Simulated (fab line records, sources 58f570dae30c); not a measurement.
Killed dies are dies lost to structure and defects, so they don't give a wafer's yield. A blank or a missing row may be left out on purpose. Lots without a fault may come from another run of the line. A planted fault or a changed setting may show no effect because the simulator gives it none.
Tool commonality check | flow berkeley_cmos170 | 14 lots, 48 wafers sampled

WHY IT WAS OPENED
At UCB170_NVT_TW_MEAS_09 the reading NVT_TW is flagged on 2 of 14 lots. Wafers without a fault read 528, standard deviation 5.3.
Rule: a lot is flagged when every wafer of it that has a number lies more than 4 standard deviations from that mean, or none has a number. The other lots count as sound.

lot  | measured     | on            | NVT_TW, wafer by wafer  | flag
L514 | day 6 17:20  | film_metro-04 | 543 540 542             |
L515 | day 6 17:28  | film_metro-02 | 527 530 527             |
L516 | day 6 18:11  | film_metro-01 | 528 529 527             |
L518 | day 7 05:51  | film_metro-01 | 521 520 521             |
L522 | day 8 14:29  | film_metro-02 | 487 486 486 488 486 490 | FLAGGED
L524 | day 8 22:24  | film_metro-01 | 484 482 483 481 480 485 | FLAGGED
L526 | day 9 06:02  | film_metro-01 | 524 519 520             |
L527 | day 10 00:38 | film_metro-02 | 529 529 528             |
L530 | day 10 08:41 | film_metro-01 | 526 522 524             |
L532 | day 10 09:18 | film_metro-04 | 542 538 538             |
L533 | day 11 05:55 | film_metro-01 | 526 524 527             |
L536 | day 11 06:22 | film_metro-04 | 535 535 535             |
L534 | day 11 06:38 | film_metro-01 | 524 528 527             |
L537 | day 12 12:17 | film_metro-02 | 528 530 526             |
The numbers of the flagged lots are 485 on average: -43 against the usual, or -8 standard deviations.

WHICH TOOL RAN EACH LOT
The record holds 2 process steps before the reading, out of a route of 331 steps. In each cell: the tool, then ch and the chambers that the sampled wafers went through, then the start.
lot  | flag    | UCB170_NWELL_ETCH_13              | UCB170_NVT_IMPLANT_07
L514 |         | rie_diel-03 ch 0,1,3, day 2 17:07 | implanter-03 ch 0, day 6 17:05
L515 |         | rie_diel-04 ch 0,2, day 2 17:10   | implanter-01 ch 0, day 6 17:14
L516 |         | rie_diel-03 ch 0,1, day 2 17:23   | implanter-03 ch 0, day 6 17:56
L518 |         | rie_diel-02 ch 0,3, day 3 05:44   | implanter-01 ch 0, day 7 05:36
L522 | FLAGGED | rie_diel-03 ch 0,1,3, day 4 08:46 | implanter-01 ch 0, day 8 14:14
L524 | FLAGGED | rie_diel-04 ch 2,3, day 4 17:59   | implanter-01 ch 0, day 8 22:09
L526 |         | rie_diel-02 ch 1,2, day 4 23:32   | implanter-04 ch 0, day 9 05:50
L527 |         | rie_diel-03 ch 0,2,3, day 5 05:46 | implanter-03 ch 0, day 10 00:24
L530 |         | rie_diel-03 ch 2,3, day 5 22:04   | implanter-04 ch 0, day 10 08:26
L532 |         | rie_diel-03 ch 0,2,3, day 6 05:08 | implanter-03 ch 0, day 10 09:03
L533 |         | rie_diel-02 ch 0,1,3, day 6 15:52 | implanter-03 ch 0, day 11 05:41
L536 |         | rie_diel-04 ch 0,1, day 6 22:32   | implanter-04 ch 0, day 11 06:08
L534 |         | rie_diel-03 ch 0,1, day 6 21:54   | implanter-03 ch 0, day 11 06:23
L537 |         | rie_diel-04 ch 2,3, day 7 14:29   | implanter-04 ch 0, day 12 12:01
What these steps do:
- UCB170_NWELL_ETCH_13: etches Si3N4 in CH3F/Ar/O2, stops on SiO2, target depth 246.4 nm, time 154 s.
- UCB170_NVT_IMPLANT_07
- UCB170_NVT_TW_MEAS_09

FLAGGED OVER TOTAL, TOOL BY TOOL (the gauges that took the reading come last)
step                  | tool          | lots run | flagged | share of the flagged lots | sound lots run after its first flagged lot
UCB170_NWELL_ETCH_13  | rie_diel-02   | 3        | 0       | none                      | -
UCB170_NWELL_ETCH_13  | rie_diel-03   | 7        | 1       | some                      | 4 (L527,L530,L532,L534)
UCB170_NWELL_ETCH_13  | rie_diel-04   | 4        | 1       | some                      | 2 (L536,L537)
UCB170_NVT_IMPLANT_07 | implanter-01  | 4        | 2       | all                       | 0
UCB170_NVT_IMPLANT_07 | implanter-03  | 6        | 0       | none                      | -
UCB170_NVT_IMPLANT_07 | implanter-04  | 4        | 0       | none                      | -
UCB170_NVT_TW_MEAS_09 | film_metro-01 | 7        | 1       | some                      | 4 (L526,L530,L533,L534)
UCB170_NVT_TW_MEAS_09 | film_metro-02 | 4        | 1       | some                      | 2 (L527,L537)
UCB170_NVT_TW_MEAS_09 | film_metro-04 | 3        | 0       | none                      | -

WHAT THE TABLE ALLOWS
1 row of the table ran every flagged lot: implanter-01 at UCB170_NVT_IMPLANT_07.
- implanter-01 at UCB170_NVT_IMPLANT_07: 2 of its 4 lots flagged. Its last sound lot is L518 (day 7 05:36), its first flagged lot L522 (day 8 14:14): a fault that began between those two fits. Its own readings lie more than 4 standard deviations out on every wafer of the flagged lots: dose_ions_cm2, faraday_current_uA.
One tool is left: implanter-01 at UCB170_NVT_IMPLANT_07.

WHAT THE SIMULATOR HAD PUT IN
Process parameter drift: implanter-01, from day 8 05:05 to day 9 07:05, at UCB170_NVT_IMPLANT_07. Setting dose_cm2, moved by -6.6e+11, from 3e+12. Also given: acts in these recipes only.
Lots struck among those shown: L522, L524. The rule above found the same.
